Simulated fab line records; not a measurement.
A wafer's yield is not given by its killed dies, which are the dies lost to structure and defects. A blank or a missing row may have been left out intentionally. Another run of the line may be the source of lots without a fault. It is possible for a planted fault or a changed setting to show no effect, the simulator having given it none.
fab line records ; flow berkeleyCmos170 ; part 2 of 2: steps 24 to 34 of 34
record: lots: 5; wafers: 15; lastDay: 11
route steps=331 shown CONTACT@227 M1@238 V1@254
lots that met no fault: taken from a fault-free run of the same line
startH: the number of hours between the record's first day and the start of the first shown wafer of the lot ; waitH: hours since the lot's step before ; " as in the row above ; L1.1+2: several wafers, shown together as one row ; - no value, or no start given ; * or withheld: withheld ; < > ~ a bound
route shown NAME@n: NAME is a module with steps in the file, n the number in the route of the first one ; usual: the fault-free wafers' mean and standard deviation ; same: alike in all rows ; chamber/n: place in a boat ; sites: the reading at each site ; _std_site: the standard deviation of these ; _edge_site: the outer-site mean with the inner-site mean subtracted ; radiusMm: for every site, how far away it sits from the centre of the wafer ; mask NAME#n: copy n ; behind: the last tool/chamber to shape the wafer ; hold: why the lot was held/for how many hours/how that ended ; device: names the non-switching transistor (n, p or np) ; end of line: the route-end tests of the same wafers ; a step with no rows: only its recipe ; killed: dies that structure and defects cost at the first sort, which is not the same as the wafer's yield ; map: shows each die of a wafer: x if killed, . if not, _ if none is there
set.NAME: setting as actually run; set.NAME@STEP: the setting as run at that earlier step ; model.NAME: the simulator's own value behind a step, which no gauge read
lots at selected steps of the route; one table per step, one row per wafer
services: when a tool's chamber went out of use (startH, in hours from the record's first day, below 0 if earlier), for how many hours, and the reason
== steps ==
step: UCB170_M1_METAL_ETCH_12
recipe: chemistry: Cl2/BCl3; target: Al; stopOn: PSG; pressureMtorr: 12; targetDepthA: 7800; overEtchFrac: 0.3; timeS: 130; icpW: 600; biasW: 120; Cl2_flow_sccm: 90; bcl3FlowSccm: 45
usual: drypumpMotorCurrentA: 6.0/0.48; oesProductAu: 0.855/0.019; rfFwdPowerW: 597.1/1.9; throttleValvePct: 24.32/0.18
lot.wafer;tool;chamber;startH;waitH;drypumpMotorCurrentA;oesProductAu;rfFwdPowerW;rfHoursCounterH;throttleValvePct
L075.1;rieMetal-04;0;166.44;-;5.9;0.875;595.3;0;24.30
L075.3;rieMetal-04;0;166.44;-;5.9;0.877;594.6;-;24.29
L075.6;rieMetal-04;0;166.44;-;5.9;0.879;594.9;-;24.30
L079.1;rieMetal-04;1;186.39;-;6.5;0.832;598.0;0;24.10
L079.3;rieMetal-04;1;186.39;-;6.5;0.844;598.6;-;24.09
L079.4;rieMetal-04;0;186.39;-;5.9;0.863;597.0;-;24.32
L081.2;rieMetal-01;1;189.31;-;6.0;0.844;598.0;-;24.20
L081.3;rieMetal-01;1;189.31;-;6.0;0.851;599.8;-;24.19
L081.4;rieMetal-01;1;189.31;-;6.0;0.843;598.8;-;24.21
L090.1;rieMetal-04;1;226.56;-;6.5;0.855;598.9;1;24.10
L090.2;rieMetal-04;0;226.56;-;5.9;0.869;594.5;2;24.30
L090.3;rieMetal-04;1;226.56;-;6.6;0.851;597.5;-;24.09
L097.1;rieMetal-01;0;251.73;-;5.4;0.873;595.1;3;24.58
L097.2;rieMetal-01;1;251.73;-;6.0;0.861;599.8;0;24.17
L097.4;rieMetal-01;1;251.73;-;6.0;0.869;598.5;-;24.16
step: UCB170_M1_STRIP_13
recipe: chemistry: O2; powerW: 400; pressureMtorr: 3500; platenTempC: withheld; o2FlowSccm: 400; overashFraction: 0.5
usual: drypumpMotorCurrentA: 5.5/0.36; oesProductAu: 0.720/0.0042
lot.wafer;tool;chamber;startH;waitH;drypumpMotorCurrentA;oesProductAu;rfHoursCounterH
L075.1;plasmaAsher-03;1;166.71;0.2;5.0;0.720;49
L075.3;plasmaAsher-03;0;166.71;0.2;5.2;0.717;-
L075.6;plasmaAsher-03;0;166.71;0.2;5.2;0.724;-
L079.1;plasmaAsher-04;1;186.52;0.1;5.6;0.717;6
L079.3;plasmaAsher-04;0;186.52;0.1;5.5;0.726;-
L079.4;plasmaAsher-04;1;186.52;0.1;5.6;0.715;-
L081.2;plasmaAsher-03;1;189.54;0.2;5.0;0.714;51
L081.3;plasmaAsher-03;0;189.54;0.2;5.3;0.729;-
L081.4;plasmaAsher-03;1;189.54;0.2;5.0;0.723;-
L090.1;plasmaAsher-03;0;226.70;0.1;5.2;0.726;54
L090.2;plasmaAsher-03;1;226.70;0.1;5.0;0.717;54
L090.3;plasmaAsher-03;1;226.70;0.1;5.0;0.719;-
L097.1;plasmaAsher-04;1;251.91;0.1;5.6;0.720;14
L097.2;plasmaAsher-04;0;251.91;0.1;5.5;0.718;14
L097.4;plasmaAsher-04;1;251.91;0.1;5.6;0.719;-
step: UCB170_M1_CD_MEAS_90
recipe: targetCdNm: 700
usual: cdNm: 700.2/2.3
lot.wafer;tool;chamber;startH;waitH;cdNm
L075.1;cdSem-01;-;166.81;0.1;699.0
L075.3;cdSem-01;-;166.81;0.1;699.3
L075.6;cdSem-01;-;166.81;0.1;699.8
L079.1;cdSem-01;-;186.62;0.1;701.0
L079.3;cdSem-01;-;186.62;0.1;704.0
L079.4;cdSem-01;-;186.62;0.1;699.5
L081.2;cdSem-02;-;189.66;0.1;701.6
L081.3;cdSem-02;-;189.66;0.1;701.5
L081.4;cdSem-02;-;189.66;0.1;700.5
L090.1;cdSem-01;-;226.80;0.1;699.8
L090.2;cdSem-01;-;226.80;0.1;696.1
L090.3;cdSem-01;-;226.80;0.1;699.5
L097.1;cdSem-02;-;252.01;0.1;699.4
L097.2;cdSem-02;-;252.01;0.1;700.0
L097.4;cdSem-02;-;252.01;0.1;701.0
step: UCB170_M1_ANNEAL_14
recipe: tempC: 400; timeS: 1200; ambient: formingGas
usual: zonePowerSourcePct: 5.68/0.15
lot.wafer;tool;chamber;startH;waitH;zonePowerSourcePct
L075.1;-;-;170.25;3.4;5.64
L075.3;-;-;170.25;3.4;5.61
L075.6;-;-;170.25;3.4;5.49
L079.1;-;-;188.59;2.0;5.94
L079.3;-;-;188.59;2.0;5.90
L079.4;-;-;188.59;2.0;5.91
L081.2;-;-;190.66;1.0;5.59
L081.3;-;-;190.66;1.0;5.59
L081.4;-;-;190.66;1.0;5.56
L090.1;-;-;229.43;2.6;5.53
L090.2;-;-;229.43;2.6;5.57
L090.3;-;-;229.43;2.6;5.55
L097.1;-;-;253.77;1.7;5.62
L097.2;-;-;253.77;1.7;5.62
L097.4;-;-;253.77;1.7;5.64
step: UCB170_V1_CVD_00
recipe: material: SiO2; targetThkNm: 2000; tempC: 390; precursor: TEOS/O2; timeS: 250; rfW: 550; pressureMtorr: 9000
usual: heaterPowerW: 247/55; rfFwdPowerW: 548.6/1.6
lot.wafer;tool;chamber;startH;waitH;heaterPowerW;rfFwdPowerW
L075.1;pecvd-04;1;171.59;0.0;254;546.5
L075.3;pecvd-04;0;171.59;0.0;290;550.7
L075.6;pecvd-04;2;171.59;0.0;291;549.4
L079.1;pecvd-04;2;189.92;0.0;254;548.7
L079.3;pecvd-04;0;189.92;0.0;233;549.3
L079.4;pecvd-04;2;189.92;0.0;302;547.9
L081.2;pecvd-04;1;191.99;0.0;294;547.6
L081.3;pecvd-04;0;191.99;0.0;275;550.6
L081.4;pecvd-04;1;191.99;0.0;244;549.0
L090.1;pecvd-04;0;230.76;0.0;297;550.1
L090.2;pecvd-04;1;230.76;0.0;269;548.9
L090.3;pecvd-04;1;230.76;0.0;341;548.9
L097.1;pecvd-04;1;255.11;0.0;285;550.9
L097.2;pecvd-04;0;255.11;0.0;235;548.1
L097.4;pecvd-04;0;255.11;0.0;294;548.0
step: UCB170_V1_THK_MEAS_01
recipe: reads: SiO2_of_V1_CVD_00
usual: V1_TEOS_THK: 2001/28
lot.wafer;tool;chamber;startH;waitH;V1_TEOS_THK[nm]
L075.1;filmMetro-02;-;171.74;0.1;1990
L075.3;filmMetro-02;-;171.74;0.1;1996
L075.6;filmMetro-02;-;171.74;0.1;2045
L079.1;filmMetro-04;-;190.08;0.1;1966
L079.3;filmMetro-04;-;190.08;0.1;1944
L079.4;filmMetro-04;-;190.08;0.1;2009
L081.2;filmMetro-04;-;192.15;0.1;2007
L081.3;filmMetro-04;-;192.15;0.1;2005
L081.4;filmMetro-04;-;192.15;0.1;2031
L090.1;filmMetro-04;-;231.00;0.2;1972
L090.2;filmMetro-04;-;231.00;0.2;1994
L090.3;filmMetro-04;-;231.00;0.2;2011
L097.1;filmMetro-03;-;255.26;0.1;2000
L097.2;filmMetro-03;-;255.26;0.1;2015
L097.4;filmMetro-03;-;255.26;0.1;2031
step: UCB170_V1_CMP_02
recipe: material: SiO2; downForcePsi: 6; platenRpm: 60; padVelocityMS: 0.75398
usual: motorCurrentA: 16.2/1.3; retainingRingPressureFrac: 1.001/0.0052
lot.wafer;tool;chamber;startH;waitH;motorCurrentA;retainingRingPressureFrac
L075.3;cmp-01;1;171.85;0.1;15.2;1.002
L075.1;cmp-01;3;171.85;0.1;14.6;1.002
L075.6;cmp-01;0;171.85;0.1;19.0;0.999
L079.1;cmp-02;3;190.14;0.1;15.9;1.007
L079.4;cmp-02;1;190.14;0.1;16.9;0.992
L079.3;cmp-02;2;190.14;0.1;15.0;0.995
L081.4;cmp-01;1;192.25;0.1;16.1;1.006
L081.3;cmp-01;2;192.25;0.1;17.3;1.005
L081.2;cmp-01;3;192.25;0.1;15.5;0.994
L090.2;cmp-01;0;231.06;0.0;18.7;1.002
L090.1;cmp-01;1;231.06;0.0;16.5;0.996
L090.3;cmp-01;2;231.06;0.0;17.0;0.998
L097.2;cmp-01;1;255.37;0.1;15.7;0.996
L097.4;cmp-01;2;255.37;0.1;16.5;0.999
L097.1;cmp-01;3;255.37;0.1;15.6;0.997
step: UCB170_V1_BOW_MEAS_03
recipe: mode: bow
usual: V1_BOW: 20/6.1
lot.wafer;tool;chamber;startH;waitH;V1_BOW[um]
L075.1;filmMetro-04;-;172.10;0.1;20
L075.3;filmMetro-04;-;172.10;0.1;29
L075.6;filmMetro-04;-;172.10;0.1;26
L079.1;filmMetro-03;-;190.44;0.2;15
L079.3;filmMetro-03;-;190.44;0.2;22
L079.4;filmMetro-03;-;190.44;0.2;22
L081.2;filmMetro-04;-;192.52;0.1;19
L081.3;filmMetro-04;-;192.52;0.1;18
L081.4;filmMetro-04;-;192.52;0.1;20
L090.1;filmMetro-04;-;231.36;0.2;14
L090.2;filmMetro-04;-;231.36;0.2;25
L090.3;filmMetro-04;-;231.36;0.2;25
L097.1;filmMetro-03;-;255.62;0.1;6
L097.2;filmMetro-03;-;255.62;0.1;10
L097.4;filmMetro-03;-;255.62;0.1;19
step: UCB170_V1_THK_MEAS_04
recipe: reads: SiO2_of_V1_CVD_00
usual: V1_POLISHED_THK: 999.9/1.3
lot.wafer;tool;chamber;startH;waitH;V1_POLISHED_THK[nm]
L075.1;filmMetro-04;-;172.22;0.1;998.2
L075.3;filmMetro-04;-;172.22;0.1;999.8
L075.6;filmMetro-04;-;172.22;0.1;997.4
L079.1;filmMetro-03;-;190.56;0.1;1000.5
L079.3;filmMetro-03;-;190.56;0.1;1001.0
L079.4;filmMetro-03;-;190.56;0.1;1000.4
L081.2;filmMetro-04;-;192.63;0.1;1002.0
L081.3;filmMetro-04;-;192.63;0.1;1001.0
L081.4;filmMetro-04;-;192.63;0.1;1001.7
L090.1;filmMetro-04;-;231.48;0.1;1000.5
L090.2;filmMetro-04;-;231.48;0.1;999.6
L090.3;filmMetro-04;-;231.48;0.1;999.7
L097.1;filmMetro-03;-;255.74;0.1;999.6
L097.2;filmMetro-03;-;255.74;0.1;999.6
L097.4;filmMetro-03;-;255.74;0.1;998.3
step: UCB170_V1_CLEAN_05
recipe: chemistry: DIW
lot.wafer;tool;chamber;startH;waitH
L075.1+3+6;wetBench-02;3;173.80;1.6
L079.1+3+4;wetBench-01;3;191.60;1.0
L081.2+3+4;wetBench-04;3;196.04;3.4
L090.1+2+3;wetBench-04;0;231.54;0.1
L097.1+2+4;wetBench-02;1;256.03;0.3
step: UCB170_V1_HMDS_06
recipe: primeTimeS: 60; primeTempC: 100
usual: exhaustPa: 45.1/0.79
lot.wafer;tool;chamber;startH;waitH;exhaustPa
L075.1;lithoTrack-02;0;174.23;0.3;46.2
L075.3;lithoTrack-02;0;174.23;0.3;44.9
L075.6;lithoTrack-02;0;174.23;0.3;44.9
L079.1;lithoTrack-04;0;191.78;0.0;44.2
L079.3;lithoTrack-04;0;191.78;0.0;44.8
L079.4;lithoTrack-04;0;191.78;0.0;45.0
L081.2;lithoTrack-04;0;196.24;0.0;45.5
L081.3;lithoTrack-04;0;196.24;0.0;44.4
L081.4;lithoTrack-04;0;196.24;0.0;45.8
L090.1;lithoTrack-02;0;232.28;0.6;45.6
L090.2;lithoTrack-02;0;232.28;0.6;45.7
L090.3;lithoTrack-02;0;232.28;0.6;45.5
L097.1;lithoTrack-04;0;256.20;0.0;46.3
L097.2;lithoTrack-04;0;256.20;0.0;45.4
L097.4;lithoTrack-04;0;256.20;0.0;43.8
== services ==
tool;chamber;startH;hours;kind
krfScanner-02;-;152.24;1.3;pm
rieDiel-02;1;152.47;11.8;repair
krfScanner-02;-;155.83;0.6;repair
pecvd-04;0;164.69;3.6;repair
rieDiel-04;-;167.47;0.9;repair
rieDiel-04;-;167.60;0.9;repair
plasmaAsher-03;-;169.09;0.6;repair
cmp-01;-;175.29;0.8;repair
cmp-01;-;180.49;4.0;pm
cmp-01;-;186.50;0.3;repair
rieDiel-02;-;189.39;14.6;pm
rieMetal-04;0;191.03;2.4;repair
krfScanner-02;-;197.41;1.0;pm
cmp-01;-;197.80;8.1;pm
pecvd-04;-;202.56;2.8;pm
plasmaAsher-03;-;202.63;0.3;repair
plasmaAsher-03;-;210.60;9.9;pm
pecvd-04;2;225.78;5.4;repair
cmp-01;-;231.98;11.4;pm
plasmaAsher-03;-;232.36;2.8;pm
rieDiel-04;2;241.46;9.3;repair
cmp-01;-;241.92;2.3;repair
cmp-01;-;244.27;4.0;pm
pecvd-04;0;244.97;7.6;repair
